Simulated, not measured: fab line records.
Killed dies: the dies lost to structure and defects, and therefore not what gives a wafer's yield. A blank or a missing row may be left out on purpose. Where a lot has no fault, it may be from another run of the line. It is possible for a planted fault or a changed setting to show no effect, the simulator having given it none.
fab line records	flow rit_cmos
record lots=5	wafers=23
route steps=202 shown ACTIVE@7 FOX2@26 NWELL@29 NRETRO@61 GATE@89 NLDD@105 PLDD@115 M1@202
start_h: start of the lot's first displayed wafer, in hours after the record's first day	wait_h: how many hours have passed since the lot's step before this one	" identical to the entry in the row above	L1.1+2: a single row standing in for several wafers	- value missing, or start not given	* or withheld: withheld	< > ~ a bound
route shown NAME@n: NAME is a module with steps in the file, n the number in the route of the first one	usual: mean/standard deviation of fault-free wafers	same: alike in all rows	chamber/n: place in a boat	sites: each site's reading	_std_site: the standard deviation of these	_edge_site: the outer-site mean with the inner-site mean subtracted	radius_mm: for every site, how far away it sits from the centre of the wafer	mask NAME#n: copy n	behind: tool/chamber where the wafer was last shaped	hold: the reason the lot was held/the length of the hold in hours/how it ended	device: names the non-switching transistor (n, p or np)	end of line: tests of these same wafers at the route's end	a step given without rows: its recipe and nothing more	killed: the dies lost at the first sort to structure and to defects; this is not the yield of the wafer	map: per-die view of a wafer (x killed, . not killed, _ where there is no die)
set.NAME: the setting as run; set.NAME@STEP: as run at that earlier step	model.NAME: the simulator's own value behind a step, which no gauge read
one table per step and one row per wafer, for lots whose settings were changed on purpose
## steps
# step RIT_ACTIVE_COAT_06
# recipe resist=NOVOLAK	spin_rpm=3250	resist_thk_nm=1000
lot.wafer	tool	chamber	start_h	wait_h	set.spin_rpm	model.NOVOLAK_of_ACTIVE_COAT_06.thk_nm
L077.1	litho_track-03	0	29.45	0.1	3378	983
L077.3	"	0	"	"	3250	997.9
L077.4	"	0	"	"	3378	980.9
L077.5	"	0	"	"	3378	982
L077.6	"	0	"	"	3250	1002
L080.1	litho_track-02	0	43.78	0.1	3250	998.5
L080.2	"	0	"	"	3250	998.2
L080.3	"	0	"	"	3250	994.3
L080.4	"	0	"	"	3250	995.2
L080.5	"	0	"	"	3250	994.1
L081.1	litho_track-03	0	49.56	0.1	3030	1035
L081.2	"	0	"	"	3250	1003
L081.4	"	0	"	"	3250	998.5
L081.5	"	0	"	"	3030	1034
L081.6	"	0	"	"	3030	1037
L083.2	litho_track-02	0	61.52	0.1	3250	996.5
L083.3	"	0	"	"	3110	1020
L083.4	"	0	"	"	3250	996.8
L083.5	"	0	"	"	3110	1021
L083.6	"	0	"	"	3250	998.4
L084.2	litho_track-01	0	65.47	0.1	3250	998.5
L084.5	"	0	"	"	3250	997.4
L084.6	"	0	"	"	3250	997.2
# step RIT_ACTIVE_SOFTBAKE_07
# recipe resist=NOVOLAK	temp_c=90	time_s=60
# step RIT_ACTIVE_EXPOSE_08
# recipe mask_id=M1	na=0.6	source_shape=conventional	sigma_outer=0.6	target_cd_nm=1400	dose_mj=230.2
# step RIT_ACTIVE_DEVELOP_10
# recipe resist=NOVOLAK	develop_time_s=50	dev_temp_c=23
# step RIT_ACTIVE_HARDBAKE_12
# recipe resist=NOVOLAK	temp_c=140	time_s=60
lot.wafer	tool	chamber	start_h	wait_h	set.spin_rpm@ACTIVE_COAT_06	model.NOVOLAK_of_ACTIVE_COAT_06.thk_nm
L077.1	litho_track-01	0	30.27	0.1	3378	868.8
L077.3	"	0	"	"	3250	882
L077.4	"	0	"	"	3378	867
L077.5	"	0	"	"	3378	868.1
L077.6	"	0	"	"	3250	885.1
L080.1	litho_track-01	0	44.73	0.1	3250	882.5
L080.2	"	0	"	"	3250	882.2
L080.3	"	0	"	"	3250	878.8
L080.4	"	0	"	"	3250	879.6
L080.5	"	0	"	"	3250	878.6
L081.1	litho_track-02	0	50.51	0.1	3030	914.6
L081.2	"	0	"	"	3250	886.1
L081.4	"	0	"	"	3250	882.4
L081.5	"	0	"	"	3030	913.6
L081.6	"	0	"	"	3030	916.1
L083.2	litho_track-01	0	62.34	0.1	3250	880.7
L083.3	"	0	"	"	3110	901.1
L083.4	"	0	"	"	3250	881
L083.5	"	0	"	"	3110	902.4
L083.6	"	0	"	"	3250	882.3
L084.2	litho_track-03	0	66.29	0.1	3250	882.4
L084.5	"	0	"	"	3250	881.4
L084.6	"	0	"	"	3250	881.3
# step RIT_ACTIVE_ETCH_13
# recipe stop_on=SiO2	chemistry=SF6	target=Si3N4	time_s=210	over_etch_frac=0.4	SF6_flow_sccm=200	pressure_mtorr=260	rf_w=125	target_depth_a=2100
lot.wafer	tool	chamber	start_h	wait_h	set.rf_w	model.SiO2_of_ACTIVE_OXIDATION_01.thk_nm
L077.1	rie_diel-03	3	30.42	0.1	125	47.48
L077.3	"	2	"	"	125	48.41
L077.4	"	0	"	"	125	49.5
L077.5	"	3	"	"	125	48.66
L077.6	"	0	"	"	125	49.57
L080.1	rie_diel-04	2	44.88	0.1	125	47.74
L080.2	"	0	"	"	125	48.13
L080.3	"	1	"	"	136.8	44.68
L080.4	"	3	"	"	125	48.05
L080.5	"	2	"	"	136.8	41.17
L081.1	rie_diel-01	0	50.66	0.1	140	39.65
L081.2	"	3	"	"	125	46.95
L081.4	"	1	"	"	125	47.59
L081.5	"	1	"	"	140	44.86
L081.6	"	0	"	"	125	47.44
L083.2	rie_diel-04	2	62.46	0.1	125	46.47
L083.3	"	1	"	"	139.4	41.58
L083.4	"	3	"	"	139.4	38.67
L083.5	"	2	"	"	125	46.32
L083.6	"	1	"	"	125	48.14
L084.2	rie_diel-01	2	66.42	0.1	125	44.82
L084.5	"	1	"	"	125	48.95
L084.6	"	0	"	"	125	48.04
# step RIT_FOX2_WET_ETCH_03
# recipe chemistry=H3PO4	target=Si3N4	target_depth_nm=195	temp_c=165	time_s=2700
lot.wafer	tool	chamber	start_h	wait_h	set.time_s	set.rf_w@ACTIVE_ETCH_13	model.SiO2_of_ACTIVE_OXIDATION_01.thk_nm
L077.1	-	-	-	0.0	2584	125	42.54
L077.3	"	-	"	"	2584	125	43.34
L077.4	"	-	"	"	2584	125	44.35
L077.5	"	-	"	"	2584	125	43.57
L077.6	"	-	"	"	2584	125	44.39
L080.1	-	-	-	0.0	2523	125	42.81
L080.2	"	-	"	"	2523	125	43.14
L080.3	"	-	"	"	2523	136.8	40.06
L080.4	"	-	"	"	2523	125	43.08
L080.5	"	-	"	"	2523	136.8	36.92
L081.1	-	-	-	0.0	2401	140	35.7
L081.2	"	-	"	"	2401	125	42.26
L081.4	"	-	"	"	2401	125	42.85
L081.5	"	-	"	"	2401	140	40.4
L081.6	"	-	"	"	2401	125	42.69
L083.2	-	-	-	0.0	3054	125	40.58
L083.3	"	-	"	"	3054	139.4	36.32
L083.4	"	-	"	"	3054	139.4	33.8
L083.5	"	-	"	"	3054	125	40.46
L083.6	"	-	"	"	3054	125	42.07
L084.2	wet_bench-01	0	71.95	0.0	2700	125	39.76
L084.5	"	0	"	"	2700	125	43.45
L084.6	"	0	"	"	2700	125	42.6
# step RIT_NWELL_COAT_01
# recipe resist=NOVOLAK	spin_rpm=2000	resist_thk_nm=1300
lot.wafer	tool	chamber	start_h	wait_h	set.resist_thk_nm	model.NOVOLAK_of_NWELL_COAT_01.thk_nm
L077.1	litho_track-04	0	36.78	0.1	1363	1365
L077.3+4	"	0	"	"	1363	1361
L077.5	"	0	"	"	1300	1299
L077.6	"	0	"	"	1300	1301
L080.1+4	litho_track-04	0	51.07	0.1	1300	1302
L080.2+3	"	0	"	"	1256	1255
L080.5	"	0	"	"	1256	1257
L081.1	litho_track-03	0	56.34	0.1	1300	1299
L081.2	"	0	"	"	1348	1347
L081.4	"	0	"	"	1300	1296
L081.5	"	0	"	"	1348	1344
L081.6	"	0	"	"	1300	1298
L083.2	litho_track-04	0	69.10	0.1	1341	1344
L083.3	"	0	"	"	1300	1300
L083.4	"	0	"	"	1341	1341
L083.5	"	0	"	"	1341	1346
L083.6	"	0	"	"	1300	1298
L084.2+5	litho_track-02	0	73.03	0.1	1300	1296
L084.6	"	0	"	"	1300	1294
# step RIT_NWELL_SOFTBAKE_02
# recipe resist=NOVOLAK	temp_c=90	time_s=60
# step RIT_NWELL_EXPOSE_03
# recipe mask_id=M2	na=0.57	target_cd_nm=43900	dose_mj=250
# step RIT_NWELL_DEVELOP_05
# recipe resist=NOVOLAK	develop_time_s=68	dev_temp_c=23.74
# step RIT_NWELL_HARDBAKE_07
# recipe resist=NOVOLAK	temp_c=141.1	time_s=120
lot.wafer	tool	chamber	start_h	wait_h	set.resist_thk_nm@NWELL_COAT_01	model.NOVOLAK_of_NWELL_COAT_01.thk_nm
L077.1	litho_track-04	0	37.55	0.0	1363	1191
L077.3+4	"	0	"	"	1363	1188
L077.5	"	0	"	"	1300	1134
L077.6	"	0	"	"	1300	1136
L080.1+4	litho_track-04	0	51.96	0.0	1300	1137
L080.2+3	"	0	"	"	1256	1096
L080.5	"	0	"	"	1256	1098
L081.1	litho_track-03	0	57.65	0.3	1300	1134
L081.2	"	0	"	"	1348	1175
L081.4	"	0	"	"	1300	1132
L081.5	"	0	"	"	1348	1173
L081.6	"	0	"	"	1300	1133
L083.2	litho_track-03	0	70.01	0.1	1341	1173
L083.3	"	0	"	"	1300	1135
L083.4	"	0	"	"	1341	1170
L083.5	"	0	"	"	1341	1175
L083.6	"	0	"	"	1300	1134
L084.2+5	litho_track-02	0	73.93	0.1	1300	1132
L084.6	"	0	"	"	1300	1130
# step RIT_NRETRO_IMPLANT_08
# recipe species=P	energy_kev=70	dose_cm2=1e+13	tilt_deg=7
lot.wafer	tool	chamber	start_h	wait_h	set.dose_cm2
L077.1+3	implanter-01	0	46.70	0.2	1e+13
L077.4+5+6	"	0	"	"	1.026e+13
L080.1+3+4	implanter-03	0	61.07	0.2	1e+13
L080.2+5	"	0	"	"	1.067e+13
L081.1+6	implanter-01	0	66.90	0.2	1e+13
L081.2+4+5	"	0	"	"	1.054e+13
L083.2+4	implanter-02	0	78.95	0.2	1.047e+13
L083.3+5+6	"	0	"	"	1e+13
L084.2+5+6	implanter-03	0	82.81	0.2	1e+13
# step RIT_NRETRO_STRIP_09
# recipe chemistry=O2	time_s=180	resist=NOVOLAK	platen_temp_c=withheld	power_w=500	pressure_mtorr=4000	o2_flow_sccm=4000
# step RIT_NRETRO_TW_MEAS_10
# usual NRETRO_TW=1059/11
lot.wafer	tool	chamber	start_h	wait_h	set.dose_cm2@NRETRO_IMPLANT_08	NRETRO_TW
L077.1	film_metro-03	-	47.02	0.1	1e+13	1055
L077.3	"	-	"	"	1e+13	1049
L077.4	"	-	"	"	1.026e+13	1065
L077.5	"	-	"	"	1.026e+13	1068
L077.6	"	-	"	"	1.026e+13	1061
L080.1	film_metro-02	-	61.39	0.1	1e+13	1072
L080.2	"	-	"	"	1.067e+13	1097
L080.3	"	-	"	"	1e+13	1073
L080.4	"	-	"	"	1e+13	1079
L080.5	"	-	"	"	1.067e+13	1098
L081.1	film_metro-04	-	67.22	0.1	1e+13	1048
L081.2	"	-	"	"	1.054e+13	1063
L081.4	"	-	"	"	1.054e+13	1065
L081.5	"	-	"	"	1.054e+13	1061
L081.6	"	-	"	"	1e+13	1039
L083.2	film_metro-04	-	79.26	0.1	1.047e+13	1061
L083.3	"	-	"	"	1e+13	1041
L083.4	"	-	"	"	1.047e+13	1050
L083.5	"	-	"	"	1e+13	1040
L083.6	"	-	"	"	1e+13	1048
L084.2	film_metro-03	-	83.12	0.1	1e+13	1061
L084.5	"	-	"	"	1e+13	1063
L084.6	"	-	"	"	1e+13	1055
# step RIT_GATE_EXPOSE_13
# recipe mask_id=M6	na=0.6	source_shape=conventional	sigma_outer=0.6	target_cd_nm=150	dose_mj=380
lot.wafer	tool	chamber	start_h	wait_h	mask	set.dose_mj
L077.1+3+6	iline_stepper-01	0	53.62	0.2	M6#0	380
L077.4+5	"	0	"	"	M6#0	395.3
L080.1+4+5	iline_stepper-01	0	70.49	0.1	M6#0	364.5
L080.2+3	"	0	"	"	M6#0	380
L081.1+2+4	iline_stepper-02	0	74.21	0.2	M6#0	380
L081.5+6	"	0	"	"	M6#0	395.1
L083.2+3+4+5+6	iline_stepper-01	0	85.80	0.2	M6#0	380
L084.2+5+6	iline_stepper-01	0	90.36	0.1	M6#0	380
# step RIT_GATE_PEB_14
# recipe resist=NOVOLAK	temp_c=withheld	time_s=withheld
# step RIT_GATE_DEVELOP_15
# recipe resist=NOVOLAK	develop_time_s=50	dev_temp_c=21.8
lot.wafer	tool	chamber	start_h	wait_h	set.dose_mj@GATE_EXPOSE_13	model.GATE.cd_nm
L077.1	litho_track-02	0	-	-	380	150
L077.3	"	0	"	"	380	148.9
L077.4	"	0	"	"	395.3	126.7
L077.5	"	0	"	"	395.3	126.5
L077.6	"	0	"	"	380	148.3
L080.1	litho_track-02	0	-	-	364.5	171.1
L080.2	"	0	"	"	380	147.4
L080.3	"	0	"	"	380	145
L080.4+5	"	0	"	"	364.5	170
L081.1	litho_track-04	0	-	-	380	154.2
L081.2	"	0	"	"	380	152.8
L081.4	"	0	"	"	380	152.3
L081.5	"	0	"	"	395.1	131
L081.6	"	0	"	"	395.1	131.9
L083.2	litho_track-03	0	-	-	380	148.4
L083.3	"	0	"	"	380	148.7
L083.4	"	0	"	"	380	147.4
L083.5	"	0	"	"	380	146.3
L083.6	"	0	"	"	380	149.8
L084.2	litho_track-03	0	-	-	380	146.9
L084.5	"	0	"	"	380	148.7
L084.6	"	0	"	"	380	147.8
# step RIT_GATE_CD_MEAS_16
# recipe target_cd_nm=150
# usual cd_nm=148.8/2.9
lot.wafer	tool	chamber	start_h	wait_h	set.dose_mj@GATE_EXPOSE_13	cd_nm
L077.1	cd_sem-01	-	54.02	-	380	150.3
L077.3	"	-	"	"	380	148.9
L077.4	"	-	"	"	395.3	126.6
L077.5	"	-	"	"	395.3	126.6
L077.6	"	-	"	"	380	147.9
L080.1	cd_sem-02	-	71.03	-	364.5	171.1
L080.2	"	-	"	"	380	147.6
L080.3	"	-	"	"	380	144.9
L080.4	"	-	"	"	364.5	170.1
L080.5	"	-	"	"	364.5	169.9
L081.1	cd_sem-01	-	74.61	-	380	154.3
L081.2	"	-	"	"	380	152.8
L081.4	"	-	"	"	380	152.6
L081.5	"	-	"	"	395.1	131.1
L081.6	"	-	"	"	395.1	131.7
L083.2	cd_sem-02	-	86.20	-	380	148.2
L083.3	"	-	"	"	380	148.5
L083.4	"	-	"	"	380	147.3
L083.5	"	-	"	"	380	146.4
L083.6	"	-	"	"	380	150.0
L084.2	cd_sem-01	-	90.76	-	380	146.8
L084.5	"	-	"	"	380	148.8
L084.6	"	-	"	"	380	147.9
# step RIT_GATE_HARDBAKE_18
# recipe resist=NOVOLAK	temp_c=140	time_s=60
# step RIT_GATE_ETCH_19
# recipe chemistry=SF6/CHF3/O2	time_s=165	SF6_flow_sccm=30	CHF3_flow_sccm=30	O2_flow_sccm=5	target=poly-Si	pressure_mtorr=40	rf_w=160	target_depth_a=3125	over_etch_frac=0.25	stop_on=SiO2
lot.wafer	tool	chamber	start_h	wait_h	set.dose_mj@GATE_EXPOSE_13	model.GATE.cd_nm
L077.1	rie_si-02	1	54.33	0.1	380	150.1
L077.3	"	0	"	"	380	148.8
L077.4	"	3	"	"	395.3	126.7
L077.5	"	3	"	"	395.3	126.6
L077.6	"	2	"	"	380	148
L080.1	rie_si-02	1	71.46	0.1	364.5	171.3
L080.2	"	3	"	"	380	147.5
L080.3	"	0	"	"	380	145
L080.4	"	2	"	"	364.5	169.8
L080.5	"	3	"	"	364.5	170.1
L081.1	rie_si-02	2	74.92	0.1	380	154
L081.2	"	0	"	"	380	152.7
L081.4	"	3	"	"	380	152.3
L081.5	"	2	"	"	395.1	130.7
L081.6	"	1	"	"	395.1	132
L083.2	rie_si-01	0	86.49	0.1	380	148.4
L083.3	"	2	"	"	380	148.9
L083.4	"	3	"	"	380	147.3
L083.5	"	3	"	"	380	146.1
L083.6	"	2	"	"	380	150
L084.2	rie_si-02	1	91.04	0.1	380	147
L084.5	"	3	"	"	380	148.9
L084.6	"	2	"	"	380	147.6
# step RIT_GATE_STRIP_20
# recipe chemistry=O2	time_s=180	resist=NOVOLAK	platen_temp_c=withheld	power_w=500	pressure_mtorr=4000	o2_flow_sccm=4000
lot.wafer	tool	chamber	start_h	wait_h	set.o2_flow_sccm
L077.1+4+6	plasma_asher-04	1	54.44	0.1	4000
L077.3+5	"	0	"	"	3671
L080.1+2+3+4+5	plasma_asher-01	1,0,1,0,0	71.57	0.1	4000
L081.1+2+6	plasma_asher-04	0,1,1	75.03	0.1	4287
L081.4+5	"	1,0	"	"	4000
L083.2+3+5	plasma_asher-01	0,0,1	86.60	0.1	4000
L083.4+6	"	1,0	"	"	4248
L084.2+5+6	plasma_asher-04	1,0,1	91.15	0.1	4000
# step RIT_GATE_CD_MEAS_90
# recipe target_cd_nm=150
# usual cd_nm=148.7/2.9
lot.wafer	tool	chamber	start_h	wait_h	set.dose_mj@GATE_EXPOSE_13	cd_nm
L077.1	cd_sem-02	-	54.61	0.1	380	149.7
L077.3	"	-	"	"	380	149.0
L077.4	"	-	"	"	395.3	126.4
L077.5	"	-	"	"	395.3	126.8
L077.6	"	-	"	"	380	147.8
L080.1	cd_sem-02	-	71.74	0.1	364.5	171.0
L080.2	"	-	"	"	380	147.4
L080.3	"	-	"	"	380	145.0
L080.4	"	-	"	"	364.5	169.7
L080.5	"	-	"	"	364.5	169.8
L081.1	cd_sem-02	-	75.20	0.1	380	153.8
L081.2	"	-	"	"	380	152.5
L081.4	"	-	"	"	380	152.3
L081.5	"	-	"	"	395.1	130.6
L081.6	"	-	"	"	395.1	132.2
L083.2	cd_sem-02	-	86.79	0.1	380	148.5
L083.3	"	-	"	"	380	149.1
L083.4	"	-	"	"	380	147.3
L083.5	"	-	"	"	380	146.4
L083.6	"	-	"	"	380	149.7
L084.2	cd_sem-01	-	91.35	0.1	380	147.1
L084.5	"	-	"	"	380	149.0
L084.6	"	-	"	"	380	147.5
# step RIT_NLDD_SOFTBAKE_02
# recipe resist=NOVOLAK	temp_c=90	time_s=60
lot.wafer	tool	chamber	start_h	wait_h	set.temp_c
L077.1+5+6	litho_track-04	0	58.06	0.1	90
L077.3+4	"	0	"	"	91.65
L080.1+2	litho_track-04	0	75.53	0.1	86.59
L080.3+4+5	"	0	"	"	90
L081.1+2+4+5+6	litho_track-01	0	79.40	0.1	90
L083.2+4+5	litho_track-03	0	91.39	0.1	87.39
L083.3+6	"	0	"	"	90
L084.2+5+6	litho_track-01	0	94.75	0.1	90
# step RIT_NLDD_EXPOSE_03
# recipe mask_id=M7	na=0.57	target_cd_nm=40700	dose_mj=250
# step RIT_NLDD_PEB_04
# recipe resist=NOVOLAK	temp_c=withheld	time_s=withheld
# step RIT_NLDD_DEVELOP_05
# recipe resist=NOVOLAK	develop_time_s=50	dev_temp_c=23
lot.wafer	tool	chamber	start_h	wait_h	set.temp_c@NLDD_SOFTBAKE_02	model.NOVOLAK_of_NLDD_COAT_01.thk_nm
L077.1	litho_track-03	0	-	-	90	996.9
L077.3	"	0	"	"	91.65	993
L077.4	"	0	"	"	91.65	992.9
L077.5	"	0	"	"	90	997
L077.6	"	0	"	"	90	995.3
L080.1	litho_track-04	0	-	-	86.59	1009
L080.2	"	0	"	"	86.59	1006
L080.3	"	0	"	"	90	993.4
L080.4	"	0	"	"	90	996.4
L080.5	"	0	"	"	90	996
L081.1	litho_track-04	0	-	-	90	1005
L081.2	"	0	"	"	90	1000
L081.4	"	0	"	"	90	1003
L081.5	"	0	"	"	90	999.9
L081.6	"	0	"	"	90	1004
L083.2+4	litho_track-03	0	-	-	87.39	1008
L083.3+6	"	0	"	"	90	1001
L083.5	"	0	"	"	87.39	1005
L084.2	litho_track-01	0	-	-	90	999.4
L084.5	"	0	"	"	90	997.7
L084.6	"	0	"	"	90	1000
# step RIT_PLDD_COAT_01
# recipe resist=NOVOLAK	spin_rpm=3250	resist_thk_nm=1000
lot.wafer	tool	chamber	start_h	wait_h	set.spin_rpm	model.NOVOLAK_of_PLDD_COAT_01.thk_nm
L077.1+4	litho_track-02	0	59.45	0.1	3038	1030
L077.3	"	0	"	"	3250	996.6
L077.5	"	0	"	"	3250	996.1
L077.6	"	0	"	"	3250	997.4
L080.1+2	litho_track-04	0	76.93	0.1	3086	1024
L080.3	"	0	"	"	3250	998.7
L080.4	"	0	"	"	3086	1022
L080.5	"	0	"	"	3250	999.1
L081.1+6	litho_track-04	0	80.67	0.1	3250	1002
L081.2	"	0	"	"	3038	1037
L081.4	"	0	"	"	3250	998.5
L081.5	"	0	"	"	3038	1034
L083.2	litho_track-02	0	93.04	0.1	3250	994.7
L083.3	"	0	"	"	3250	994.3
L083.4	"	0	"	"	3250	996
L083.5	"	0	"	"	3250	998.2
L083.6	"	0	"	"	3250	997.4
L084.2	litho_track-02	0	96.02	0.1	3250	999.7
L084.5	"	0	"	"	3250	1001
L084.6	"	0	"	"	3250	999
# step RIT_PLDD_SOFTBAKE_02
# recipe resist=NOVOLAK	temp_c=90	time_s=60
# step RIT_PLDD_EXPOSE_03
# recipe mask_id=M8	na=0.57	target_cd_nm=40900	dose_mj=250
# step RIT_PLDD_DEVELOP_05
# recipe resist=NOVOLAK	develop_time_s=50	dev_temp_c=23
# step RIT_PLDD_HARDBAKE_07
# recipe resist=NOVOLAK	temp_c=140	time_s=60
lot.wafer	tool	chamber	start_h	wait_h	set.spin_rpm@PLDD_COAT_01	model.NOVOLAK_of_PLDD_COAT_01.thk_nm
L077.1	litho_track-04	0	60.19	0.0	3038	909.6
L077.3	"	0	"	"	3250	880.8
L077.4	"	0	"	"	3038	910.2
L077.5	"	0	"	"	3250	880.3
L077.6	"	0	"	"	3250	881.5
L080.1	litho_track-01	0	77.66	0.0	3086	904.4
L080.2	"	0	"	"	3086	904.6
L080.3	"	0	"	"	3250	882.6
L080.4	"	0	"	"	3086	903.4
L080.5	"	0	"	"	3250	883
L081.1	litho_track-02	0	81.40	0.0	3250	885.4
L081.2	"	0	"	"	3038	916.4
L081.4	"	0	"	"	3250	882.5
L081.5	"	0	"	"	3038	913.6
L081.6	"	0	"	"	3250	885.1
L083.2	litho_track-04	0	93.77	0.0	3250	879.2
L083.3	"	0	"	"	3250	878.8
L083.4	"	0	"	"	3250	880.3
L083.5	"	0	"	"	3250	882.2
L083.6	"	0	"	"	3250	881.4
L084.2	litho_track-01	0	96.76	0.0	3250	883.5
L084.5	"	0	"	"	3250	885
L084.6	"	0	"	"	3250	882.9
# step RIT_PLDD_IMPLANT_08
# recipe species=BF2	energy_kev=20	dose_cm2=9e+14	tilt_deg=7
lot.wafer	tool	chamber	start_h	wait_h	set.dose_cm2
L077.1+5	implanter-01	0	60.34	0.1	9e+14
L077.3+4+6	"	0	"	"	9.239e+14
L080.1+2+3+4+5	implanter-04	0	77.81	0.1	9e+14
L081.1+2+4+5+6	implanter-04	0	81.55	0.1	9e+14
L083.2+5	implanter-04	0	93.92	0.1	8.479e+14
L083.3+4+6	"	0	"	"	9e+14
L084.2+5+6	implanter-04	0	96.91	0.1	9e+14
# step RIT_M1_PROBE_99
lot.wafer	tool	chamber	start_h	wait_h	set.dose_mj@GATE_EXPOSE_13	model.etest.nmos_0p15.r_on_ohm_um	model.etest.pmos_0p15.r_on_ohm_um	model.etest.pmos_turned.r_on_ohm_um
L077.1	prober-01	-	76.42	0.1	380	1093	2694	3367
L077.3	prober-01	-	76.52	0.2	380	1118	2646	3228
L077.4	prober-01	-	76.57	0.2	395.3	963.9	2127	2701
L077.5	prober-01	-	76.62	0.2	395.3	917.6	2177	2802
L077.6	prober-01	-	76.67	0.2	380	1124	2646	3336
L080.1	prober-02	-	93.96	0.1	364.5	1325	3286	3961
L080.2	prober-02	-	94.01	0.1	380	1164	2776	3466
L080.3	prober-02	-	94.06	0.2	380	1072	2562	3218
L080.4	prober-02	-	94.11	0.2	364.5	1288	3201	3902
L080.5	prober-02	-	94.16	0.2	364.5	1340	3320	4035
L081.1+2+4	prober-01	-	98.70	0.1	380	-	-	-
L081.5+6	prober-01	-	98.90	0.2	395.1	-	-	-
L084.2	prober-02	-	111.88	0.1	380	1129	2704	3283
L084.5	prober-02	-	112.03	0.2	380	1159	2752	3330
L084.6	prober-02	-	112.08	0.2	380	1126	2665	3290
# killed by level:class
L084.2 SPACER:geometric_particle:short=2 ACTIVE:geometric_particle:short=1 FOX1:geometric_particle:open=1 GATE:geometric_particle:short=1 GATE:geometric_particle:open=1
L084.5 GATE:geometric_particle:open=3 GATE:geometric_particle:short=2 FOX1:geometric_particle:short=1 REOX:geometric_particle:open=1 SPACER:geometric_particle:short=1 SPACER:geometric_particle:open=1
L084.6 FOX1:geometric_particle:short=2 FOX2:geometric_particle:short=2 FOX1:geometric_particle:open=1 SILICIDE:geometric_particle:short=1 CONTACT:geometric_particle:open=1 CONTACT:geometric_particle:short=1
## key
split step=RIT_ACTIVE_COAT_06	setting=spin_rpm	stated=3250	by=wafer
response step=RIT_ACTIVE_COAT_06	reading=model.NOVOLAK_of_ACTIVE_COAT_06.thk_nm	change=-5.09	per=1%	r=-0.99
response step=RIT_ACTIVE_HARDBAKE_12	reading=model.NOVOLAK_of_ACTIVE_COAT_06.thk_nm	change=-4.45	per=1%	r=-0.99
split step=RIT_ACTIVE_ETCH_13	setting=rf_w	stated=125	by=wafer
response step=RIT_ACTIVE_ETCH_13	reading=model.SiO2_of_ACTIVE_OXIDATION_01.thk_nm	change=-0.512	per=1%	r=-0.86
response step=RIT_FOX2_WET_ETCH_03	reading=model.SiO2_of_ACTIVE_OXIDATION_01.thk_nm	change=-0.454	per=1%	r=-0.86
split step=RIT_FOX2_WET_ETCH_03	setting=time_s	stated=2700	by=lot
response none clear
split step=RIT_NWELL_COAT_01	setting=resist_thk_nm	stated=1300	by=wafer
response step=RIT_NWELL_COAT_01	reading=model.NOVOLAK_of_NWELL_COAT_01.thk_nm	change=+13.3	per=1%	r=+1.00
response step=RIT_NWELL_HARDBAKE_07	reading=model.NOVOLAK_of_NWELL_COAT_01.thk_nm	change=+11.4	per=1%	r=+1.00
split step=RIT_NRETRO_IMPLANT_08	setting=dose_cm2	stated=1e+13	by=wafer
response step=RIT_NRETRO_TW_MEAS_10	reading=NRETRO_TW	change=+3.39	per=1%	r=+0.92
split step=RIT_GATE_EXPOSE_13	setting=dose_mj	stated=380	by=wafer
response step=RIT_GATE_DEVELOP_15	reading=model.GATE.cd_nm	change=-5.65	per=1%	r=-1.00
response step=RIT_GATE_CD_MEAS_16	reading=cd_nm	change=-5.67	per=1%	r=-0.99
response step=RIT_GATE_ETCH_19	reading=model.GATE.cd_nm	change=-5.64	per=1%	r=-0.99
response step=RIT_GATE_CD_MEAS_90	reading=cd_nm	change=-5.6	per=1%	r=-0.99
response step=RIT_M1_PROBE_99	reading=model.etest.pmos_turned.r_on_ohm_um	change=-146	per=1%	r=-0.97
response step=RIT_M1_PROBE_99	reading=model.etest.pmos_0p15.r_on_ohm_um	change=-137	per=1%	r=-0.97
response step=RIT_M1_PROBE_99	reading=model.etest.nmos_0p15.r_on_ohm_um	change=-45.8	per=1%	r=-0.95
split step=RIT_GATE_STRIP_20	setting=o2_flow_sccm	stated=4000	by=wafer
response none clear
split step=RIT_NLDD_SOFTBAKE_02	setting=temp_c	stated=90	by=wafer
response step=RIT_NLDD_DEVELOP_05	reading=model.NOVOLAK_of_NLDD_COAT_01.thk_nm	change=-2.69	per=1%	r=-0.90
split step=RIT_PLDD_COAT_01	setting=spin_rpm	stated=3250	by=wafer
response step=RIT_PLDD_COAT_01	reading=model.NOVOLAK_of_PLDD_COAT_01.thk_nm	change=-5.14	per=1%	r=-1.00
response step=RIT_PLDD_HARDBAKE_07	reading=model.NOVOLAK_of_PLDD_COAT_01.thk_nm	change=-4.5	per=1%	r=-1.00
split step=RIT_PLDD_IMPLANT_08	setting=dose_cm2	stated=9e+14	by=wafer
response none in this file
